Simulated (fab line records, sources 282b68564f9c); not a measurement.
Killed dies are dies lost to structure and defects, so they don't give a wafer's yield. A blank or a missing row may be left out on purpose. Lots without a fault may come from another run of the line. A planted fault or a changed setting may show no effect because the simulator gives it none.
fab line records | flow rit_cmos
record lots=15 wafers=45 last_day=7
route steps=202 shown FOX2@27 NWELL@38 NLDD@106 PLDD@120 M1@202
lots that met no fault: from a run of the same line without faults
start_h: hours from the record's first day to the start of the lot's first wafer shown | wait_h: hours since the lot's step before | " the same as in the row above | L1.1+2: a row that stands for several wafers | - no value, or no start given | * or withheld: withheld | < > ~ a bound
route shown NAME@n: a module of which the file shows steps, and the number in the route of the first | usual: mean/standard deviation of fault-free wafers | same: alike in all rows | chamber/n: place in a boat | sites: the reading at each site | _std_site: their standard deviation | _edge_site: outer sites' mean less inner sites' | radius_mm: how far each site lies from the wafer's centre | mask NAME#n: copy n | behind: the tool/chamber that last shaped the wafer | hold: why the lot was held/for how many hours/how that ended | device: the transistor (n, p or np) that didn't switch | end of line: the same wafers' tests at the end of the route | a step without rows: its recipe alone | killed: dies lost to structure and defects at the first sort, not the wafer's yield | map: a wafer's dies, x killed, . not, _ none there
set.NAME: the setting as run; set.NAME@STEP: as run at that earlier step | model.NAME: the simulator's own value behind a step, which no gauge read
steps of the route over a sample of lots; a table a step, a row a wafer
services: from which hour (start_h, from the record's first day; less than 0 if before it) a tool's chamber was out of use, for how many hours, and why
## steps
# step RIT_FOX2_THK_MEAS_90
# recipe reads=SiO2_of_FOX2_OXIDATION_00
# usual FIELD_OXIDE_LEFT_1_THK=325/8.2
# columns lot.wafer tool chamber start_h wait_h FIELD_OXIDE_LEFT_1_THK[nm]
L210.3 film_metro-03 - 19.51 0.0 332
L210.5 " - " " 332
L210.6 " - " " 324
L211.1 film_metro-03 - 24.21 0.0 331
L211.5 " - " " 331
L211.6 " - " " 329
L212.2 film_metro-02 - 32.52 0.0 329
L212.3 " - " " 329
L212.6 " - " " 324
L213.1 film_metro-03 - 39.57 0.0 332
L213.3 " - " " 332
L213.6 " - " " 331
L214.2 film_metro-03 - 46.05 0.0 342
L214.3 " - " " 334
L214.4 " - " " 336
L215.2 film_metro-02 - 46.27 0.0 330
L215.4 " - " " 325
L215.5 " - " " 329
L217.3 film_metro-03 - 55.50 0.0 322
L217.4 " - " " 323
L217.6 " - " " 320
L218.1 film_metro-03 - 59.79 0.0 321
L218.2 " - " " 317
L218.5 " - " " 313
L219.2 film_metro-02 - 66.13 0.0 318
L219.4 " - " " 330
L219.6 " - " " 323
L221.2 film_metro-01 - 75.25 0.0 313
L221.3 " - " " 310
L221.5 " - " " 311
L226.2 film_metro-02 - 100.77 0.0 314
L226.5 " - " " 314
L226.6 " - " " 316
L228.1 film_metro-02 - 109.51 0.0 323
L228.4 " - " " 322
L228.5 " - " " 324
L230.2 film_metro-01 - 119.41 0.0 314
L230.5 " - " " 324
L230.6 " - " " 325
L231.3 film_metro-03 - 125.34 0.0 313
L231.4 " - " " 306
L231.6 " - " " 309
L233.1 film_metro-01 - 134.24 0.0 333
L233.2 " - " " 332
L233.6 " - " " 330
# step RIT_NWELL_TW_MEAS_10
# usual NWELL_TW=2137/16
# columns lot.wafer tool chamber start_h wait_h NWELL_TW
L210.3 film_metro-04 - 21.18 0.1 2126
L210.5 " - " " 2133
L210.6 " - " " 2135
L211.1 film_metro-01 - 25.89 0.1 2115
L211.5 " - " " 2124
L211.6 " - " " 2117
L212.2 film_metro-03 - 34.07 0.1 2139
L212.3 " - " " 2158
L212.6 " - " " 2152
L213.1 film_metro-01 - 41.25 0.1 2127
L213.3 " - " " 2126
L213.6 " - " " 2122
L214.2 film_metro-04 - 47.73 0.1 2135
L214.3 " - " " 2124
L214.4 " - " " 2139
L215.2 film_metro-01 - 47.84 0.1 2120
L215.4 " - " " 2123
L215.5 " - " " 2123
L217.3 film_metro-04 - 57.18 0.1 2150
L217.4 " - " " 2143
L217.6 " - " " 2156
L218.1 film_metro-04 - 61.46 0.1 2155
L218.2 " - " " 2145
L218.5 " - " " 2142
L219.2 film_metro-01 - 67.81 0.1 2118
L219.4 " - " " 2119
L219.6 " - " " 2114
L221.2 film_metro-01 - 76.80 0.1 2129
L221.3 " - " " 2137
L221.5 " - " " 2134
L226.2 film_metro-03 - 102.56 0.1 2165
L226.5 " - " " 2164
L226.6 " - " " 2150
L228.1 film_metro-01 - 111.19 0.1 2122
L228.4 " - " " 2128
L228.5 " - " " 2120
L230.2 film_metro-03 - 121.10 0.1 2158
L230.5 " - " " 2158
L230.6 " - " " 2160
L231.3 film_metro-01 - 127.01 0.1 2119
L231.4 " - " " 2115
L231.6 " - " " 2110
L233.1 film_metro-04 - 135.92 0.1 2140
L233.2 " - " " 2147
L233.6 " - " " 2137
# step RIT_NLDD_EXPOSE_03
# recipe mask_id=M7 na=0.57 target_cd_nm=40700 dose_mj=250
# usual reticle_temp_C=22.98/0.093
# columns lot.wafer tool chamber start_h wait_h mask reticle_temp_C
L210.3 iline_stepper-01 0 46.78 0.1 M7#0 22.93
L210.5 " 0 " " M7#0 22.97
L210.6 " 0 " " M7#0 22.96
L211.1 iline_stepper-01 0 48.63 0.1 M7#0 22.83
L211.5 " 0 " " M7#0 22.91
L211.6 " 0 " " M7#0 22.98
L212.2 iline_stepper-02 0 56.58 0.2 M7#0 22.99
L212.3 " 0 " " M7#0 22.95
L212.6 " 0 " " M7#0 22.93
L213.1 iline_stepper-01 0 63.09 0.2 M7#0 23.06
L213.3 " 0 " " M7#0 22.88
L213.6 " 0 " " M7#0 22.99
L214.2 iline_stepper-01 0 70.39 0.1 M7#0 22.95
L214.3 " 0 " " M7#0 23.01
L214.4 " 0 " " M7#0 23.04
L215.2 iline_stepper-02 0 72.36 0.2 M7#0 22.97
L215.4 " 0 " " M7#0 22.99
L215.5 " 0 " " M7#0 23.11
L217.3 iline_stepper-01 0 76.78 0.2 M7#0 22.84
L217.4 " 0 " " M7#0 22.88
L217.6 " 0 " " M7#0 22.83
L218.1 iline_stepper-01 0 81.40 0.1 M7#0 23.11
L218.2 " 0 " " M7#0 22.97
L218.5 " 0 " " M7#0 23.08
L219.2 iline_stepper-01 0 87.78 0.1 M7#0 22.84
L219.4 " 0 " " M7#0 22.90
L219.6 " 0 " " M7#0 22.93
L221.2 iline_stepper-01 0 97.67 0.2 M7#0 22.84
L221.3 " 0 " " M7#0 22.94
L221.5 " 0 " " M7#0 22.89
L226.2 iline_stepper-01 0 122.05 0.2 M7#0 22.97
L226.5 " 0 " " M7#0 22.85
L226.6 " 0 " " M7#0 22.91
L228.1 iline_stepper-02 0 131.57 0.1 M7#0 22.97
L228.4 " 0 " " M7#0 22.96
L228.5 " 0 " " M7#0 23.05
L230.2 iline_stepper-02 0 142.01 0.2 M7#0 23.01
L230.5 " 0 " " M7#0 22.89
L230.6 " 0 " " M7#0 23.10
L231.3 iline_stepper-02 0 148.33 0.1 M7#0 23.04
L231.4 " 0 " " M7#0 23.07
L231.6 " 0 " " M7#0 22.94
L233.1 iline_stepper-02 0 156.58 0.2 M7#0 23.22
L233.2 " 0 " " M7#0 22.93
L233.6 " 0 " " M7#0 22.89
# step RIT_NLDD_OVL_MEAS_06
# usual NLDD_OVL=0.1/1.2
# columns lot.wafer tool chamber start_h wait_h NLDD_OVL[nm]
L210.3 overlay-01 - 47.15 - -0.1
L210.5 " - " " -0.9
L210.6 " - " " -1.1
L211.1 overlay-01 - 49.03 - -1.0
L211.5 " - " " -1.0
L211.6 " - " " -0.4
L212.2 overlay-01 - 57.08 - 1.0
L212.3 " - " " 1.1
L212.6 " - " " 1.9
L213.1 overlay-01 - 63.49 - 1.0
L213.3 " - " " 1.3
L213.6 " - " " -0.5
L214.2 overlay-01 - 70.77 - 0.8
L214.3 " - " " 1.2
L214.4 " - " " 1.0
L215.2 overlay-02 - 72.75 - 0.3
L215.4 " - " " -2.1
L215.5 " - " " -1.1
L217.3 overlay-01 - 77.37 - 0.4
L217.4 " - " " 1.4
L217.6 " - " " 1.9
L218.1 overlay-01 - 81.80 - -0.4
L218.2 " - " " -0.4
L218.5 " - " " 0.4
L219.2 overlay-01 - 88.17 - -147.8
L219.4 " - " " -149.3
L219.6 " - " " -150.1
L221.2 overlay-01 - 98.05 - -148.1
L221.3 " - " " -149.3
L221.5 " - " " -150.6
L226.2 overlay-01 - 122.43 - -152.1
L226.5 " - " " -151.1
L226.6 " - " " -151.4
L228.1 overlay-01 - 132.21 - 0.7
L228.4 " - " " 1.2
L228.5 " - " " 0.2
L230.2 overlay-01 - 142.40 - -0.1
L230.5 " - " " 1.0
L230.6 " - " " 1.2
L231.3 overlay-02 - 148.70 - 0.0
L231.4 " - " " -0.7
L231.6 " - " " -0.5
L233.1 overlay-01 - 156.98 - -0.5
L233.2 " - " " 1.2
L233.6 " - " " 0.5
# step RIT_PLDD_OVL_MEAS_06
# usual PLDD_OVL=0.4/1.5
# columns lot.wafer tool chamber start_h wait_h PLDD_OVL[nm]
L210.3 overlay-02 - 48.57 - -0.3
L210.5 " - " " -0.6
L210.6 " - " " 0.2
L211.1 overlay-02 - 50.45 - -0.9
L211.5 " - " " -0.6
L211.6 " - " " -2.7
L212.2 overlay-02 - 58.50 - -0.9
L212.3 " - " " -1.6
L212.6 " - " " -1.6
L213.1 overlay-01 - 65.04 - 0.7
L213.3 " - " " 1.5
L213.6 " - " " 1.9
L214.2 overlay-01 - 72.19 - 2.8
L214.3 " - " " 3.1
L214.4 " - " " 0.6
L215.2 overlay-02 - 74.29 - 0.8
L215.4 " - " " 1.0
L215.5 " - " " 2.8
L217.3 overlay-02 - 78.91 - 1.1
L217.4 " - " " 0.8
L217.6 " - " " 2.3
L218.1 overlay-01 - 83.47 - 1.5
L218.2 " - " " 1.4
L218.5 " - " " -1.0
L219.2 overlay-01 - 89.71 - -0.7
L219.4 " - " " 0.6
L219.6 " - " " 1.8
L221.2 overlay-02 - 99.60 - -1.1
L221.3 " - " " -2.5
L221.5 " - " " -2.4
L226.2 overlay-02 - 123.98 - 0.4
L226.5 " - " " -0.6
L226.6 " - " " -0.2
L228.1 overlay-01 - 133.76 - 0.8
L228.4 " - " " 0.9
L228.5 " - " " 1.0
L230.2 overlay-01 - 143.82 - 2.3
L230.5 " - " " 0.9
L230.6 " - " " 2.0
L231.3 overlay-02 - 150.25 - -2.2
L231.4 " - " " 0.0
L231.6 " - " " -0.1
L233.1 overlay-01 - 158.40 - 0.2
L233.2 " - " " 1.9
L233.6 " - " " 1.5
# step RIT_M1_PROBE_99
# usual killed_at_M0_to_M3=0.0/0.2 killed_at_contacts=0.2/0.38 killed_at_front_end=6.7/3 killed_dies=6.9/3 killed_open=3.5/1.9 killed_short=3.3/2
# same gross_dies=264 killed_at_M4_up=0 killed_at_back_side=0 killed_at_other=0
# columns lot.wafer tool chamber start_h wait_h killed_at_M0_to_M3 killed_at_contacts killed_at_front_end killed_dies killed_open killed_short
L210.3 prober-02 - 64.18 0.2 0 0 7 7 3 4
L210.5 prober-02 - 64.28 0.2 0 0 15 15 6 9
L210.6 prober-02 - 64.33 0.2 0 0 8 8 4 4
L211.1 prober-02 - 65.41 0.1 0 1 5 6 2 3
L211.5 prober-02 - 65.61 0.2 0 0 4 4 3 1
L211.6 prober-02 - 65.66 0.2 0 0 3 3 0 2
L212.2 prober-01 - 73.72 0.1 0 0 14 14 3 11
L212.3 prober-01 - 73.77 0.2 0 0 15 15 9 6
L212.6 prober-01 - 73.92 0.2 0 0 6 6 3 3
L213.1 prober-02 - 79.33 0.1 0 0 6 6 3 3
L213.3 prober-02 - 79.43 0.2 0 0 9 9 8 1
L213.6 prober-02 - 79.58 0.2 0 0 8 8 4 4
L214.2 prober-01 - 86.66 0.1 0 0 8 8 5 3
L214.3 prober-01 - 86.71 0.2 0 0 7 7 2 5
L214.4 prober-01 - 86.76 0.2 0 1 9 10 8 2
L215.2 prober-02 - 89.03 0.1 0 0 9 9 4 5
L215.4 prober-02 - 89.13 0.2 0 0 7 7 3 4
L215.5 prober-02 - 89.18 0.2 0 0 4 4 2 2
L217.3 prober-02 - 93.99 0.2 1 0 5 6 3 2
L217.4 prober-02 - 94.04 0.2 0 0 7 7 5 2
L217.6 prober-02 - 94.14 0.2 1 0 9 10 4 5
L218.1 prober-01 - 97.75 0.1 0 0 3 3 1 2
L218.2 prober-01 - 97.80 0.1 0 1 3 4 3 0
L218.5 prober-01 - 97.95 0.2 0 1 8 9 2 6
L219.2 prober-02 - 103.82 0.1 0 0 9 9 7 2
L219.4 prober-02 - 103.92 0.2 0 0 5 5 2 3
L219.6 prober-02 - 104.02 0.2 0 0 13 13 6 7
L221.2 prober-02 - 113.90 0.1 0 0 6 6 1 5
L221.3 prober-02 - 113.95 0.2 0 1 6 7 5 2
L221.5 prober-02 - 114.05 0.2 0 0 5 5 5 0
L226.2 prober-01 - 138.72 0.1 0 0 4 4 3 1
L226.5 prober-01 - 138.87 0.2 0 0 6 6 3 3
L226.6 prober-01 - 138.92 0.2 0 0 7 7 4 3
L228.1 prober-01 - 149.40 0.1 0 0 10 10 5 5
L228.4 prober-01 - 149.55 0.2 0 0 4 4 3 1
L228.5 prober-01 - 149.60 0.2 0 0 9 9 4 5
L230.2 prober-01 - 158.72 0.1 0 1 3 4 2 2
L230.5 prober-01 - 158.87 0.2 0 0 10 10 6 4
L230.6 prober-01 - 158.92 0.2 0 0 6 6 2 4
L231.3 prober-02 - 164.98 0.2 0 0 3 3 2 1
L231.4 prober-02 - 165.03 0.2 0 0 7 7 3 4
L231.6 prober-02 - 165.13 0.2 0 1 6 7 5 2
L233.1 prober-02 - 172.33 0.1 0 0 10 10 6 4
L233.2 prober-02 - 172.38 0.1 0 0 12 12 5 7
L233.6 prober-02 - 172.58 0.2 0 0 10 10 5 5
# killed by level:class
L210.3 SPACER:geometric_particle:short=3 REOX:geometric_particle:open=2 FOX1:geometric_particle:open=1 SILICIDE:geometric_particle:short=1
L210.5 SPACER:geometric_particle:short=4 GATE:geometric_particle:short=3 GATE:geometric_particle:open=3 SPACER:geometric_particle:open=3 SILICIDE:geometric_particle:short=2
L210.6 SPACER:geometric_particle:short=2 FOX1:geometric_particle:open=1 FOX2:geometric_particle:open=1 GATE:geometric_particle:short=1 GATE:geometric_particle:open=1 REOX:geometric_particle:short=1 SILICIDE:geometric_particle:open=1
L211.1 SPACER:geometric_particle:short=2 GATE:geometric_particle:short=1 SPACER:geometric_particle:open=1 CONTACT:geometric_particle:open=1 PWELL:coat_microbubble_printed=1
L211.5 SILICIDE:geometric_particle:open=2 FOX1:geometric_particle:open=1 REOX:geometric_particle:short=1
L211.6 FOX2:geometric_particle:short=1 GATE:geometric_particle:short=1 PWELL:coat_microbubble_printed=1
L212.2 REOX:geometric_particle:short=3 SPACER:geometric_particle:short=3 SILICIDE:geometric_particle:short=3 REOX:geometric_particle:open=2 FOX2:geometric_particle:open=1 FOX2:geometric_particle:short=1 GATE:geometric_particle:short=1
L212.3 SPACER:geometric_particle:open=5 GATE:geometric_particle:open=3 SPACER:geometric_particle:short=3 FOX2:geometric_particle:open=1 GATE:geometric_particle:short=1 REOX:geometric_particle:short=1 SILICIDE:geometric_particle:short=1
L212.6 GATE:geometric_particle:short=2 FOX2:geometric_particle:open=1 REOX:geometric_particle:open=1 REOX:geometric_particle:short=1 SILICIDE:geometric_particle:open=1
L213.1 REOX:geometric_particle:open=2 FOX2:geometric_particle:short=1 GATE:geometric_particle:open=1 GATE:geometric_particle:short=1 REOX:geometric_particle:short=1
L213.3 REOX:geometric_particle:open=5 GATE:geometric_particle:open=2 FOX2:geometric_particle:open=1 GATE:geometric_particle:short=1
L213.6 REOX:geometric_particle:open=4 REOX:geometric_particle:short=2 FOX1:geometric_particle:short=1 GATE:geometric_particle:short=1
L214.2 GATE:geometric_particle:open=2 SILICIDE:geometric_particle:open=2 GATE:geometric_particle:short=1 SPACER:geometric_particle:short=1 SPACER:geometric_particle:open=1 SILICIDE:geometric_particle:short=1
L214.3 FOX2:geometric_particle:short=2 FOX1:geometric_particle:short=1 GATE:geometric_particle:open=1 GATE:geometric_particle:short=1 SILICIDE:geometric_particle:short=1 SILICIDE:geometric_particle:open=1
L214.4 FOX1:geometric_particle:open=3 SPACER:geometric_particle:open=2 FOX2:geometric_particle:open=1 REOX:geometric_particle:short=1 REOX:geometric_particle:open=1 SPACER:geometric_particle:short=1 CONTACT:geometric_particle:open=1
L215.2 GATE:geometric_particle:short=3 GATE:geometric_particle:open=2 FOX1:geometric_particle:open=1 FOX2:geometric_particle:short=1 REOX:geometric_particle:short=1 SPACER:geometric_particle:open=1
L215.4 FOX2:geometric_particle:short=2 SILICIDE:geometric_particle:open=2 GATE:geometric_particle:open=1 GATE:geometric_particle:short=1 REOX:geometric_particle:short=1
L215.5 FOX2:geometric_particle:short=2 REOX:geometric_particle:open=1 SPACER:geometric_particle:open=1
L217.3 SPACER:geometric_particle:open=3 GATE:geometric_particle:short=1 SPACER:geometric_particle:short=1 M1:coat_microbubble_printed=1
L217.4 GATE:geometric_particle:open=4 FOX2:geometric_particle:open=1 GATE:geometric_particle:short=1 SPACER:geometric_particle:short=1
L217.6 GATE:geometric_particle:short=3 GATE:geometric_particle:open=3 FOX1:geometric_particle:short=1 REOX:geometric_particle:open=1 SPACER:geometric_particle:short=1 M1:coat_microbubble_printed=1
L218.1 GATE:geometric_particle:short=2 GATE:geometric_particle:open=1
L218.2 REOX:geometric_particle:open=2 GATE:geometric_particle:open=1 CONTACT:coat_microbubble_printed=1
L218.5 GATE:geometric_particle:short=4 REOX:geometric_particle:open=1 REOX:geometric_particle:short=1 SPACER:geometric_particle:short=1 SILICIDE:geometric_particle:open=1 CONTACT:coat_microbubble_printed=1
L219.2 GATE:geometric_particle:open=5 FOX2:geometric_particle:open=1 FOX2:geometric_particle:short=1 REOX:geometric_particle:open=1 SILICIDE:geometric_particle:short=1
L219.4 GATE:geometric_particle:short=2 FOX1:geometric_particle:short=1 FOX2:geometric_particle:open=1 SILICIDE:geometric_particle:open=1
L219.6 GATE:geometric_particle:open=5 GATE:geometric_particle:short=3 REOX:geometric_particle:short=2 ACTIVE:geometric_particle:open=1 FOX1:geometric_particle:short=1 FOX2:geometric_particle:short=1
L221.2 GATE:geometric_particle:short=2 REOX:geometric_particle:short=2 FOX1:geometric_particle:short=1 GATE:geometric_particle:open=1
L221.3 SPACER:geometric_particle:open=2 FOX1:geometric_particle:open=1 FOX2:geometric_particle:open=1 GATE:geometric_particle:short=1 GATE:geometric_particle:open=1 CONTACT:geometric_particle:short=1
L221.5 SPACER:geometric_particle:open=2 FOX1:geometric_particle:open=1 GATE:geometric_particle:open=1 REOX:geometric_particle:open=1
L226.2 ACTIVE:geometric_particle:short=1 FOX2:geometric_particle:open=1 GATE:geometric_particle:open=1 SILICIDE:geometric_particle:open=1
L226.5 GATE:geometric_particle:short=2 REOX:geometric_particle:open=2 FOX1:geometric_particle:short=1 SPACER:geometric_particle:open=1
L226.6 GATE:geometric_particle:open=3 GATE:geometric_particle:short=3 SILICIDE:geometric_particle:open=1
L228.1 GATE:geometric_particle:short=2 GATE:geometric_particle:open=2 REOX:geometric_particle:short=2 SPACER:geometric_particle:open=2 REOX:geometric_particle:open=1 SILICIDE:geometric_particle:short=1
L228.4 FOX2:geometric_particle:open=1 GATE:geometric_particle:short=1 GATE:geometric_particle:open=1 SILICIDE:geometric_particle:open=1
L228.5 GATE:geometric_particle:short=4 GATE:geometric_particle:open=2 REOX:geometric_particle:open=2 FOX1:geometric_particle:short=1
L230.2 FOX1:geometric_particle:open=2 FOX1:geometric_particle:short=1 CONTACT:geometric_particle:short=1
L230.5 GATE:geometric_particle:open=4 FOX2:geometric_particle:short=2 FOX2:geometric_particle:open=1 REOX:geometric_particle:short=1 SPACER:geometric_particle:open=1 SPACER:geometric_particle:short=1
L230.6 SPACER:geometric_particle:short=2 FOX1:geometric_particle:short=1 GATE:geometric_particle:open=1 REOX:geometric_particle:short=1 SPACER:geometric_particle:open=1
L231.3 FOX1:geometric_particle:open=1 REOX:geometric_particle:open=1 SPACER:geometric_particle:short=1
L231.4 GATE:geometric_particle:open=2 GATE:geometric_particle:short=2 FOX1:geometric_particle:short=1 REOX:geometric_particle:open=1 SILICIDE:geometric_particle:short=1
L231.6 GATE:geometric_particle:open=2 SILICIDE:geometric_particle:short=2 FOX1:geometric_particle:open=1 SPACER:geometric_particle:open=1 CONTACT:geometric_particle:open=1
L233.1 SPACER:geometric_particle:open=3 REOX:geometric_particle:short=2 FOX1:geometric_particle:short=1 GATE:geometric_particle:open=1 REOX:geometric_particle:open=1 SILICIDE:geometric_particle:open=1 SILICIDE:geometric_particle:short=1
L233.2 GATE:geometric_particle:short=5 REOX:geometric_particle:short=2 REOX:geometric_particle:open=2 FOX2:geometric_particle:open=1 GATE:geometric_particle:open=1 SPACER:geometric_particle:open=1
L233.6 GATE:geometric_particle:short=3 GATE:geometric_particle:open=3 FOX1:geometric_particle:short=1 REOX:geometric_particle:open=1 SPACER:geometric_particle:short=1 SPACER:geometric_particle:open=1
## services
# columns tool chamber start_h hours kind
iline_stepper-02 - 47.82 4.0 repair
iline_stepper-01 0 115.92 - calibration
iline_stepper-01 - 150.46 0.9 repair
## key
first_sign step=RIT_NLDD_OVL_MEAS_06 reading=NLDD_OVL direction=down sigmas=99+ usual=0.1 struck=-150.0
effect none on later readings
met_at RIT_NLDD_EXPOSE_03
struck_lots L219,L221,L226
tester_left_out L219,L221,L226
not_acting_at RIT_FOX2_THK_MEAS_90,RIT_NWELL_TW_MEAS_10,RIT_PLDD_OVL_MEAS_06
onset_between 81.40 87.78
fault kind=scanner_matching_overlay tool=iline_stepper-01 chamber=- onset_h=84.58 steps=RIT_NLDD_EXPOSE_03 offset=-150
# tester_left_out: of these lots the tester's yield and bins aren't shown, on N5 and GAA mostly nor the transistor test; their killed dies are dies lost to structure and defects alone, not to doping, threshold or leakage, so they don't give the yield
